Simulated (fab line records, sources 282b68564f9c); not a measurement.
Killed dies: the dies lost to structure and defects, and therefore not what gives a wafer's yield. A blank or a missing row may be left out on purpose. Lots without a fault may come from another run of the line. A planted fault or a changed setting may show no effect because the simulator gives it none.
Split-lot experiment :: flow rit-cmos :: 23 wafers read from 5 lots, route of 202 steps

== THE SPLIT ITSELF ==
At RIT_ACTIVE_OXIDATION_01 (target thk 46.8 nm, ox time 3360 s), the setting temp-c was moved away from the recipe's 1000 C on 10 of the 23 wafers read, by -2.4% to +1.7%. This setting was run at the recipe's value on the other wafers.

No step appears in the file between the split and the reading.

== THE READING ==
Values of ACTIVE_OXIDE_THK in nm from RIT_ACTIVE_THK_MEAS_02. Fault-free wafers of this fab line usually give 47.1 nm, standard deviation 0.76 nm.

wafer: L074.3
tool, chamber at the split: furnace-03, 0
temp-c as run, C: 1000
against the recipe: recipe
ACTIVE_OXIDE_THK, nm: 46.8
against lot-mates on the recipe: -

wafer: L074.5
tool, chamber at the split: furnace-03, 0
temp-c as run, C: 1000
against the recipe: recipe
ACTIVE_OXIDE_THK, nm: 46.2
against lot-mates on the recipe: -

wafer: L074.6
tool, chamber at the split: furnace-03, 0
temp-c as run, C: 1000
against the recipe: recipe
ACTIVE_OXIDE_THK, nm: 46.9
against lot-mates on the recipe: -

wafer: L076.1
tool, chamber at the split: -, -
temp-c as run, C: 1000
against the recipe: recipe
ACTIVE_OXIDE_THK, nm: 47.8
against lot-mates on the recipe: -

wafer: L076.3
tool, chamber at the split: -, -
temp-c as run, C: 1000
against the recipe: recipe
ACTIVE_OXIDE_THK, nm: 47.6
against lot-mates on the recipe: -

wafer: L076.4
tool, chamber at the split: -, -
temp-c as run, C: 1000
against the recipe: recipe
ACTIVE_OXIDE_THK, nm: 47.6
against lot-mates on the recipe: -

wafer: L076.5
tool, chamber at the split: -, -
temp-c as run, C: 1000
against the recipe: recipe
ACTIVE_OXIDE_THK, nm: 46.5
against lot-mates on the recipe: -

wafer: L076.6
tool, chamber at the split: -, -
temp-c as run, C: 1000
against the recipe: recipe
ACTIVE_OXIDE_THK, nm: 47.6
against lot-mates on the recipe: -

wafer: L077.1
tool, chamber at the split: -, -
temp-c as run, C: 1017
against the recipe: +1.7%
ACTIVE_OXIDE_THK, nm: 54.6
against lot-mates on the recipe: no lot-mate on the recipe

wafer: L077.2
tool, chamber at the split: -, -
temp-c as run, C: 1017
against the recipe: +1.7%
ACTIVE_OXIDE_THK, nm: 54.9
against lot-mates on the recipe: no lot-mate on the recipe

wafer: L077.4
tool, chamber at the split: -, -
temp-c as run, C: 1017
against the recipe: +1.7%
ACTIVE_OXIDE_THK, nm: 54.8
against lot-mates on the recipe: no lot-mate on the recipe

wafer: L077.5
tool, chamber at the split: -, -
temp-c as run, C: 1017
against the recipe: +1.7%
ACTIVE_OXIDE_THK, nm: 55.0
against lot-mates on the recipe: no lot-mate on the recipe

wafer: L077.6
tool, chamber at the split: -, -
temp-c as run, C: 1017
against the recipe: +1.7%
ACTIVE_OXIDE_THK, nm: 55.9
against lot-mates on the recipe: no lot-mate on the recipe

wafer: L080.1
tool, chamber at the split: -, -
temp-c as run, C: 976.2
against the recipe: -2.4%
ACTIVE_OXIDE_THK, nm: 38.1
against lot-mates on the recipe: no lot-mate on the recipe

wafer: L080.2
tool, chamber at the split: -, -
temp-c as run, C: 976.2
against the recipe: -2.4%
ACTIVE_OXIDE_THK, nm: 38.5
against lot-mates on the recipe: no lot-mate on the recipe

wafer: L080.3
tool, chamber at the split: -, -
temp-c as run, C: 976.2
against the recipe: -2.4%
ACTIVE_OXIDE_THK, nm: 39.1
against lot-mates on the recipe: no lot-mate on the recipe

wafer: L080.4
tool, chamber at the split: -, -
temp-c as run, C: 976.2
against the recipe: -2.4%
ACTIVE_OXIDE_THK, nm: 38.0
against lot-mates on the recipe: no lot-mate on the recipe

wafer: L080.5
tool, chamber at the split: -, -
temp-c as run, C: 976.2
against the recipe: -2.4%
ACTIVE_OXIDE_THK, nm: 38.3
against lot-mates on the recipe: no lot-mate on the recipe

wafer: L083.1
tool, chamber at the split: -, -
temp-c as run, C: 1000
against the recipe: recipe
ACTIVE_OXIDE_THK, nm: 45.9
against lot-mates on the recipe: -

wafer: L083.2
tool, chamber at the split: -, -
temp-c as run, C: 1000
against the recipe: recipe
ACTIVE_OXIDE_THK, nm: 45.8
against lot-mates on the recipe: -

wafer: L083.3
tool, chamber at the split: -, -
temp-c as run, C: 1000
against the recipe: recipe
ACTIVE_OXIDE_THK, nm: 46.4
against lot-mates on the recipe: -

wafer: L083.5
tool, chamber at the split: -, -
temp-c as run, C: 1000
against the recipe: recipe
ACTIVE_OXIDE_THK, nm: 46.5
against lot-mates on the recipe: -

wafer: L083.6
tool, chamber at the split: -, -
temp-c as run, C: 1000
against the recipe: recipe
ACTIVE_OXIDE_THK, nm: 45.5
against lot-mates on the recipe: -

FIT RESULTS
A straight line over all 23 wafers: ACTIVE_OXIDE_THK changes by +4.01 nm for each +1% of temp-c; r = +0.99; the points scatter about the line by 0.97 nm.
Too few moved wafers with a lot-mate on the recipe to fit a line net of each lot's own level.

== THE WHOLE CHAIN: every reading that the file lists as answering this split, in the file's order ==
step: RIT_ACTIVE_OXIDATION_01
what it does: target thk 46.8 nm, ox time 3360 s
reading: SiO2_of_ACTIVE_OXIDATION_01.thk-nm (the simulator's own value, which no gauge read)
change (the file's fit): +4 nm for each +1% of the setting
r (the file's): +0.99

step: RIT_ACTIVE_THK_MEAS_02
what it does: 
reading: ACTIVE_OXIDE_THK
change (the file's fit): +4.01 for each +1% of the setting
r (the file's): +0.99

step: RIT_ACTIVE_ETCH_13
what it does: etches Si3N4 in SF6, stops on SiO2, time 210 s, target depth 210 nm
reading: SiO2_of_ACTIVE_OXIDATION_01.thk-nm (the simulator's own value, which no gauge read)
change (the file's fit): +4.09 nm for each +1% of the setting
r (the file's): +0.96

step: RIT_FOX2_WET_ETCH_03
what it does: etches Si3N4 in H3PO4, target depth 195 nm, time 2700 s
reading: SiO2_of_ACTIVE_OXIDATION_01.thk-nm (the simulator's own value, which no gauge read)
change (the file's fit): +3.59 nm for each +1% of the setting
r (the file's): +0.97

step: RIT_M1_PROBE_99
what it does: 
reading: etest.nmos-narrow.drive-ua-um (the simulator's own value, which no gauge read)
change (the file's fit): -12 for each +1% of the setting
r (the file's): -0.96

== FILE'S OWN FIT ==
ACTIVE_OXIDE_THK changes by +4.01 nm for each +1% of temp-c, r = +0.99.
